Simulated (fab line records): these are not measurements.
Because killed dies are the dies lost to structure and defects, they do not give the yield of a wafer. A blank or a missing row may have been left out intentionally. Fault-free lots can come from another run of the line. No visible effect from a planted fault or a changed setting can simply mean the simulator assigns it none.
Which tool was responsible? ; flow berkeley cmos170 ; 42 wafers from 14 lots sampled at 3 of the route's 331 steps

WHAT THE GAUGES SHOWED, per wafer
UCB170_M3_RS_MEAS_02: measures by four-point-probe. Usual: M3_AL_RS typically reads 0.0323 ohm/sq, with standard deviation 0.00044.
lot;measured;on;M3_AL_RS (ohm/sq);flag
L698;day 9 00:24;film metro-01;0.0323 0.0323 0.0322;
L699;day 9 01:52;film metro-04;0.0331 0.0329 0.0325;
L700;day 9 02:17;film metro-01;0.0321 0.0327 0.0321;
L702;day 10 00:05;film metro-01;0.0326 0.0321 0.0326;
L706;day 11 11:34;film metro-04;0.0324 0.0322 0.0319;
L705;day 11 11:49;film metro-03;- - -;OFF
L707;day 11 15:41;film metro-01;- - -;OFF
L711;day 12 09:37;film metro-03;0.0322 0.0321 0.0317;
L715;day 13 10:20;film metro-03;0.0322 0.0326 0.0321;
L716;day 13 12:19;film metro-04;0.0315 0.0319 0.0321;
L718;day 13 20:38;film metro-01;0.0325 0.0319 0.0322;
L721;day 14 05:55;film metro-01;0.0319 0.0326 0.0323;
L720;day 14 08:19;film metro-01;0.0321 0.0319 0.0330;
L719;day 14 10:37;film metro-03;0.0327 0.0327 0.0324;

UCB170_M3_THK_MEAS_03: measures by xrf. Usual: M3_AL_THK typically reads 888 nm, with standard deviation 12.
lot;measured;on;M3_AL_THK (nm);flag
L698;day 9 00:31;film metro-01;893 892 894;
L699;day 9 01:59;film metro-04;863 874 878;
L700;day 9 02:24;film metro-01;903 883 892;
L702;day 10 00:12;film metro-01;872 890 872;
L706;day 11 11:41;film metro-04;885 889 885;
L705;day 11 11:55;film metro-03;<0 <0 <0;OFF
L707;day 11 15:47;film metro-01;<0 <0 <0;OFF
L711;day 12 09:42;film metro-03;895 896 905;
L715;day 13 10:26;film metro-03;897 885 900;
L716;day 13 12:26;film metro-04;912 898 894;
L718;day 13 20:45;film metro-01;883 898 890;
L721;day 14 06:02;film metro-01;899 879 887;
L720;day 14 08:25;film metro-01;898 895 871;
L719;day 14 10:44;film metro-03;880 882 889;

EACH LOT AND THE TOOL THAT RAN IT (in order: tool; ch and the chambers of the sampled wafers; start)
lot;UCB170_M3_SPUTTER_01
L698;pvd sputter-02, day 9 00:19
L699;pvd sputter-03, day 9 01:47
L700;pvd sputter-02, day 9 02:12
L702;pvd sputter-04, day 9 23:59
L706;pvd sputter-02, day 11 11:29
L705;pvd sputter-04, day 11 11:42
L707;pvd sputter-04, day 11 15:33
L711;pvd sputter-04, day 12 09:28
L715;pvd sputter-04, day 13 10:14
L716;pvd sputter-03, day 13 12:14
L718;pvd sputter-04, day 13 20:32
L721;pvd sputter-04, day 14 05:50
L720;pvd sputter-03, day 14 08:11
L719;pvd sputter-04, day 14 10:32
- UCB170_M3_SPUTTER_01: material Al, target thk 900 nm, time 120 s.

WHAT THE TOOLS THEMSELVES READ (means of the sampled wafers that have a number; where no wafer has one, the mark that the record gives instead)
UCB170_M3_SPUTTER_01. Usual: cathode dc power W 6000.1 W, standard deviation 1.2; chamber pressure pa 0.5000 Pa, standard deviation 0.0011; throttle valve pct 29.9 %, standard deviation 1.3.
lot;tool;cathode dc power W (W);chamber pressure pa (Pa);throttle valve pct (%);flag
L698;pvd sputter-02;5999.9;0.5007;30.6;
L699;pvd sputter-03;5999.8;0.5002;29.4;
L700;pvd sputter-02;6000.0;0.4997;30.6;
L702;pvd sputter-04;6001.1;0.4999;30.7;
L706;pvd sputter-02;5999.4;0.4993;31.0;
L705;pvd sputter-04;-;-;-;OFF
L707;pvd sputter-04;-;-;-;OFF
L711;pvd sputter-04;5999.1;0.4992;29.6;
L715;pvd sputter-04;5999.6;0.4998;29.6;
L716;pvd sputter-03;5999.0;0.4999;30.2;
L718;pvd sputter-04;6001.0;0.5001;29.8;
L721;pvd sputter-04;5999.7;0.4992;29.7;
L720;pvd sputter-03;6000.8;0.4987;29.6;
L719;pvd sputter-04;6000.4;0.4996;29.7;

THE ANSWER, worked out from the rows above alone
Rule: take the mean of a lot's wafers that have a number; if it is more than 3 standard deviations from the usual mean, the lot is off. Also off: a lot with no number at a reading for which 4 or more lots have one. The other lots that the step has rows for count as sound. The gauges are gone through in route order, then the tools' own readings, and for those a lot's mean is taken as printed above. The first step at which some lot is off is used, and at that step the reading that is off furthest; a lot without a number counts as furthest.
Off: L705, L707, seen at UCB170_M3_RS_MEAS_02 (M3_AL_RS). Without a number there: L705, L707.
If a tool, at a process step before that reading, ran all the lots that are off and no sound lot after the first of them, it fits. Not tried: the gauges at UCB170_M3_RS_MEAS_02; whatever is off there is also off at UCB170_M3_SPUTTER_01, on other tools, and gauge error can't account for it. Not one of the candidates tried fits.

WHAT THE SIMULATOR HAD INSERTED
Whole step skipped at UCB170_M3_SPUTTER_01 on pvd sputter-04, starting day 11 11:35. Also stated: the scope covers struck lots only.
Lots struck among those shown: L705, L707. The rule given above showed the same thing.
